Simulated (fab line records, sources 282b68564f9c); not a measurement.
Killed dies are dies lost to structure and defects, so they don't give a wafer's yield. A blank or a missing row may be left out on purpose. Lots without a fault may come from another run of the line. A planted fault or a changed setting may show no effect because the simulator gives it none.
Tool commonality check | flow rit_cmos | 14 lots, 42 wafers sampled

WHY IT WAS OPENED
At RIT_PLDD_TW_MEAS_10 the reading PLDD_TW is flagged on 2 of 14 lots. Wafers without a fault read 2347, standard deviation 12.
Rule: a lot is flagged when every wafer of it that has a number lies more than 4 standard deviations from that mean, or none has a number. The other lots count as sound.

lot  | measured    | on            | PLDD_TW, wafer by wafer | flag
L767 | day 3 00:32 | film_metro-04 | 2351 2361 2359          |
L768 | day 3 05:08 | film_metro-02 | 2328 2320 2335          |
L769 | day 3 10:21 | film_metro-04 | 2365 2364 2352          |
L770 | day 3 16:47 | film_metro-04 | 2355 2356 2350          |
L773 | day 4 05:59 | film_metro-02 | 2875 2879 2881          | FLAGGED
L774 | day 4 11:59 | film_metro-02 | 2870 2879 2889          | FLAGGED
L775 | day 4 17:52 | film_metro-01 | 2369 2361 2373          |
L782 | day 6 04:17 | film_metro-02 | 2345 2344 2344          |
L783 | day 6 09:26 | film_metro-01 | 2340 2353 2343          |
L784 | day 6 13:37 | film_metro-01 | 2350 2340 2354          |
L786 | day 6 23:46 | film_metro-01 | 2341 2353 2330          |
L787 | day 7 05:05 | film_metro-02 | 2336 2331 2337          |
L788 | day 7 09:36 | film_metro-01 | 2362 2359 2342          |
L789 | day 7 13:59 | film_metro-01 | 2370 2358 2364          |
The numbers of the flagged lots are 2879 on average: +532 against the usual, or +44 standard deviations.

WHICH TOOL RAN EACH LOT
The record holds 2 process steps before the reading, out of a route of 202 steps. In each cell: the tool, then ch and the chambers that the sampled wafers went through, then the start.
lot  | flag    | RIT_PRETRO_STRIP_09                 | RIT_NLDD_COAT_01
L767 |         | plasma_asher-04 ch 0,1, day 2 11:58 | litho_track-01 ch 0, day 2 21:56
L768 |         | plasma_asher-04 ch 0,1, day 2 17:07 | litho_track-03 ch 0, day 3 02:22
L769 |         | plasma_asher-04 ch 1, day 2 22:29   | litho_track-04 ch 0, day 3 07:35
L770 |         | plasma_asher-03 ch 0,1, day 3 04:46 | litho_track-03 ch 0, day 3 13:58
L773 | FLAGGED | plasma_asher-03 ch 0,1, day 3 18:39 | litho_track-01, day 4 03:10
L774 | FLAGGED | plasma_asher-04 ch 0,1, day 3 22:56 | litho_track-04, day 4 09:17
L775 |         | plasma_asher-03 ch 0,1, day 4 05:24 | litho_track-03 ch 0, day 4 15:02
L782 |         | plasma_asher-04 ch 0,1, day 5 15:53 | litho_track-04 ch 0, day 6 01:31
L783 |         | plasma_asher-04 ch 0,1, day 5 21:36 | litho_track-04 ch 0, day 6 06:20
L784 |         | plasma_asher-04 ch 0,1, day 6 01:58 | litho_track-01 ch 0, day 6 10:53
L786 |         | plasma_asher-03 ch 0,1, day 6 11:04 | litho_track-01 ch 0, day 6 21:09
L787 |         | plasma_asher-02 ch 0,1, day 6 17:28 | litho_track-04 ch 0, day 7 02:13
L788 |         | plasma_asher-03 ch 0,1, day 6 21:42 | litho_track-04 ch 0, day 7 06:43
L789 |         | plasma_asher-03 ch 0,1, day 7 02:22 | litho_track-03 ch 0, day 7 11:01
What these steps do:
- RIT_PRETRO_STRIP_09: strips in O2, time 180 s.
- RIT_NLDD_COAT_01: resist thk 1000 nm.
- RIT_PLDD_TW_MEAS_10

FLAGGED OVER TOTAL, TOOL BY TOOL (the gauges that took the reading come last)
step                | tool            | lots run | flagged | share of the flagged lots | sound lots run after its first flagged lot
RIT_PRETRO_STRIP_09 | plasma_asher-02 | 1        | 0       | none                      | -
RIT_PRETRO_STRIP_09 | plasma_asher-03 | 6        | 1       | some                      | 4 (L775,L786,L788,L789)
RIT_PRETRO_STRIP_09 | plasma_asher-04 | 7        | 1       | some                      | 3 (L782,L783,L784)
RIT_NLDD_COAT_01    | litho_track-01  | 4        | 1       | some                      | 2 (L784,L786)
RIT_NLDD_COAT_01    | litho_track-03  | 4        | 0       | none                      | -
RIT_NLDD_COAT_01    | litho_track-04  | 6        | 1       | some                      | 4 (L782,L783,L787,L788)
RIT_PLDD_TW_MEAS_10 | film_metro-01   | 6        | 0       | none                      | -
RIT_PLDD_TW_MEAS_10 | film_metro-02   | 5        | 2       | all                       | 2 (L782,L787)
RIT_PLDD_TW_MEAS_10 | film_metro-04   | 3        | 0       | none                      | -

WHAT THE TABLE ALLOWS
1 row of the table ran every flagged lot: film_metro-02 at RIT_PLDD_TW_MEAS_10.
- film_metro-02 at RIT_PLDD_TW_MEAS_10: 2 of its 5 lots flagged. Sound lots ran on it after the first flagged one (L782, L787), which a lasting fault on the whole tool wouldn't allow.
No row of the table ran every flagged lot and no sound lot after the first.

WHAT THE SIMULATOR HAD PUT IN
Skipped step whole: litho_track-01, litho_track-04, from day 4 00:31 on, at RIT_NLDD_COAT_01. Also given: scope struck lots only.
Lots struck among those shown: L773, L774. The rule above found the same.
